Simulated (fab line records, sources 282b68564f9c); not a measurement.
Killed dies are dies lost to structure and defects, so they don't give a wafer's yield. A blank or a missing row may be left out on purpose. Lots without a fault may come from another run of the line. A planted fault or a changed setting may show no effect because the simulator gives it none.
Which tool did it? | flow rit_cmos | 13 lots, 39 wafers sampled, at 5 steps of a route of 202

WHAT THE GAUGES READ, wafer by wafer
RIT_GATE_CD_MEAS_16: target cd 150 nm.
lot  | measured    | on        | cd_nm (nm)
L201 | day 2 12:49 | cd_sem-02 | 144.4 145.3 144.4
L203 | day 2 23:25 | cd_sem-01 | 149.3 150.5 151.3
L204 | day 3 03:53 | cd_sem-01 | 145.0 147.6 144.0
L205 | day 3 07:58 | cd_sem-01 | 148.7 148.6 150.3
L206 | day 3 14:24 | cd_sem-02 | 155.3 152.4 150.9
L207 | day 3 18:13 | cd_sem-01 | 153.7 153.0 153.0
L208 | day 4 00:26 | cd_sem-01 | 150.3 149.3 149.7
L209 | day 4 05:27 | cd_sem-01 | 152.4 150.7 147.6
L210 | day 4 09:21 | cd_sem-01 | 147.8 146.4 146.9
L211 | day 4 15:07 | cd_sem-02 | 150.6 153.0 149.9
L217 | day 5 21:55 | cd_sem-01 | 150.2 149.1 149.5
L219 | day 6 06:11 | cd_sem-01 | 148.4 150.3 150.6
L220 | day 6 12:41 | cd_sem-02 | 148.2 148.5 149.0

RIT_NSD_TW_MEAS_10.
lot  | measured    | on            | NSD_TW
L201 | day 2 23:46 | film_metro-01 | 3113 3084 3097
L203 | day 3 09:55 | film_metro-01 | 3087 3080 3094
L204 | day 3 14:40 | film_metro-03 | 3146 3137 3126
L205 | day 3 18:24 | film_metro-04 | 3151 3153 3159
L206 | day 4 01:14 | film_metro-03 | 3155 3146 3155
L207 | day 4 05:00 | film_metro-04 | 3115 3140 3120
L208 | day 4 11:14 | film_metro-04 | 3140 3132 3151
L209 | day 4 16:08 | film_metro-01 | 3115 3117 3108
L210 | day 4 21:42 | film_metro-01 | 3100 3105 3093
L211 | day 5 02:41 | film_metro-03 | 3182 3164 3188
L217 | day 6 08:44 | film_metro-04 | 3125 3128 3152
L219 | day 6 17:03 | film_metro-03 | 3137 3140 3161
L220 | day 6 23:44 | film_metro-01 | 3104 3107 3095

RIT_M1_CD_MEAS_09: target cd 2600 nm.
lot  | measured    | on        | cd_nm (nm)
L201 | day 3 06:28 | cd_sem-01 | 2598.9 2598.8 2597.8
L203 | day 3 16:37 | cd_sem-02 | 2601.1 2601.7 2601.3
L204 | day 3 21:29 | cd_sem-01 | 2600.0 2599.4 2599.5
L205 | day 4 01:19 | cd_sem-01 | 2601.1 2597.6 2602.0
L206 | day 4 08:07 | cd_sem-01 | 2601.9 2601.7 2602.8
L207 | day 4 11:29 | cd_sem-02 | 2599.6 2596.9 2598.2
L208 | day 4 18:02 | cd_sem-02 | 2599.2 2600.5 2601.7
L209 | day 4 22:45 | cd_sem-02 | 2597.0 2596.5 2596.7
L210 | day 5 04:35 | cd_sem-01 | 2605.1 2603.4 2603.0
L211 | day 5 09:18 | cd_sem-02 | 2604.5 2603.4 2604.5
L217 | day 6 15:28 | cd_sem-02 | 2600.2 2600.1 2598.7
L219 | day 6 23:48 | cd_sem-02 | 2601.7 2600.4 2603.3
L220 | day 7 06:32 | cd_sem-02 | 2584.0 2586.8 2595.7

WHICH TOOL RAN EACH LOT (tool, then ch and the chambers of the sampled wafers, then the start)
lot  | RIT_SILICIDE_RTA_04             | RIT_M1_EXPOSE_06
L201 | rtp_anneal-02 ch 0, day 3 02:40 | iline_stepper-02 ch 0, day 3 06:02
L203 | rtp_anneal-02 ch 0, day 3 12:42 | iline_stepper-02 ch 0, day 3 16:11
L204 | rtp_anneal-01 ch 0, day 3 17:25 | iline_stepper-01 ch 0, day 3 21:04
L205 | rtp_anneal-02 ch 0, day 3 21:19 | iline_stepper-02 ch 0, day 4 00:53
L206 | rtp_anneal-01 ch 0, day 4 04:05 | iline_stepper-01 ch 0, day 4 07:41
L207 | rtp_anneal-02 ch 0, day 4 07:44 | iline_stepper-01 ch 0, day 4 11:03
L208 | rtp_anneal-01 ch 0, day 4 14:05 | iline_stepper-01 ch 0, day 4 17:36
L209 | rtp_anneal-02 ch 0, day 4 18:59 | iline_stepper-01 ch 0, day 4 22:19
L210 | rtp_anneal-01 ch 0, day 5 00:34 | iline_stepper-01 ch 0, day 5 04:09
L211 | rtp_anneal-02 ch 0, day 5 05:32 | iline_stepper-01 ch 0, day 5 08:52
L217 | rtp_anneal-02 ch 0, day 6 11:28 | iline_stepper-01 ch 0, day 6 15:02
L219 | rtp_anneal-02 ch 0, day 6 19:54 | iline_stepper-02 ch 0, day 6 23:22
L220 | rtp_anneal-01 ch 0, day 7 02:29 | iline_stepper-01 ch 0, day 7 06:06
- RIT_SILICIDE_RTA_04: time 10 s, ramp up 5 s, ramp down 5 s.
- RIT_M1_EXPOSE_06: exposes mask M12, target cd 2600 nm.

WHAT THE TOOLS THEMSELVES READ (means of the sampled wafers that have a number; where no wafer has one, the mark that the record gives instead)
RIT_SILICIDE_RTA_04.
lot  | tool          | chamber_o2_ppm | wafer_temp_C_max
L201 | rtp_anneal-02 | 2.006          | 653.8
L203 | rtp_anneal-02 | 2.012          | 653.7
L204 | rtp_anneal-01 | 2.009          | 655.1
L205 | rtp_anneal-02 | 2.001          | 653.6
L206 | rtp_anneal-01 | 1.986          | 654.6
L207 | rtp_anneal-02 | 2.014          | 652.9
L208 | rtp_anneal-01 | 1.985          | 654.6
L209 | rtp_anneal-02 | 2.017          | 653.5
L210 | rtp_anneal-01 | 2.009          | 655.1
L211 | rtp_anneal-02 | 2.008          | 653.4
L217 | rtp_anneal-02 | 1.988          | 653.5
L219 | rtp_anneal-02 | 2.009          | 653.4
L220 | rtp_anneal-01 | 1.987          | 654.7

RIT_M1_EXPOSE_06.
lot  | tool             | exposure_dose_mJ_cm2
L201 | iline_stepper-02 | 250.33
L203 | iline_stepper-02 | 249.96
L204 | iline_stepper-01 | 250.43
L205 | iline_stepper-02 | 249.67
L206 | iline_stepper-01 | 249.71
L207 | iline_stepper-01 | 249.99
L208 | iline_stepper-01 | 249.93
L209 | iline_stepper-01 | 249.88
L210 | iline_stepper-01 | 250.12
L211 | iline_stepper-01 | 250.04
L217 | iline_stepper-01 | 249.55
L219 | iline_stepper-02 | 250.35
L220 | iline_stepper-01 | 247.93

THE ANSWER, worked out from the rows above alone
Rule: what is usual is taken from the lots themselves. Put in order of their means at a reading, lots are off if they are a third of the lots or fewer, leave a main group of 4 or more, and stand apart from it by a gap of 3 or more times the standard deviation of the main group's means; of several such gaps the widest counts. A main group whose means are all the same, to the digits that the tables above print for the reading, isn't used. A lot without any number at a reading at which 4 lots or more have one is off too. The other lots that the step has rows for count as sound. The gauges are gone through in route order, then the tools' own readings, and for those a lot's mean is taken as printed above. The first step at which some lot is off is used, and at that step the reading that is off furthest; a lot without a number counts as furthest.
Off: L220, at RIT_M1_CD_MEAS_09 (cd_nm). The main group: mean 2600.6 nm, standard deviation 2.1.
A tool fits if, at a process step before that reading, it ran every lot that is off, and no sound lot after the first of them. The gauges at RIT_M1_CD_MEAS_09 aren't tried: what is off there is off at RIT_M1_EXPOSE_06 too, on other tools, and a gauge's error can't cause that. Can't be told from this: 2 tools fit, rtp_anneal-01 at RIT_SILICIDE_RTA_04, iline_stepper-01 at RIT_M1_EXPOSE_06.

WHAT THE SIMULATOR HAD PUT IN
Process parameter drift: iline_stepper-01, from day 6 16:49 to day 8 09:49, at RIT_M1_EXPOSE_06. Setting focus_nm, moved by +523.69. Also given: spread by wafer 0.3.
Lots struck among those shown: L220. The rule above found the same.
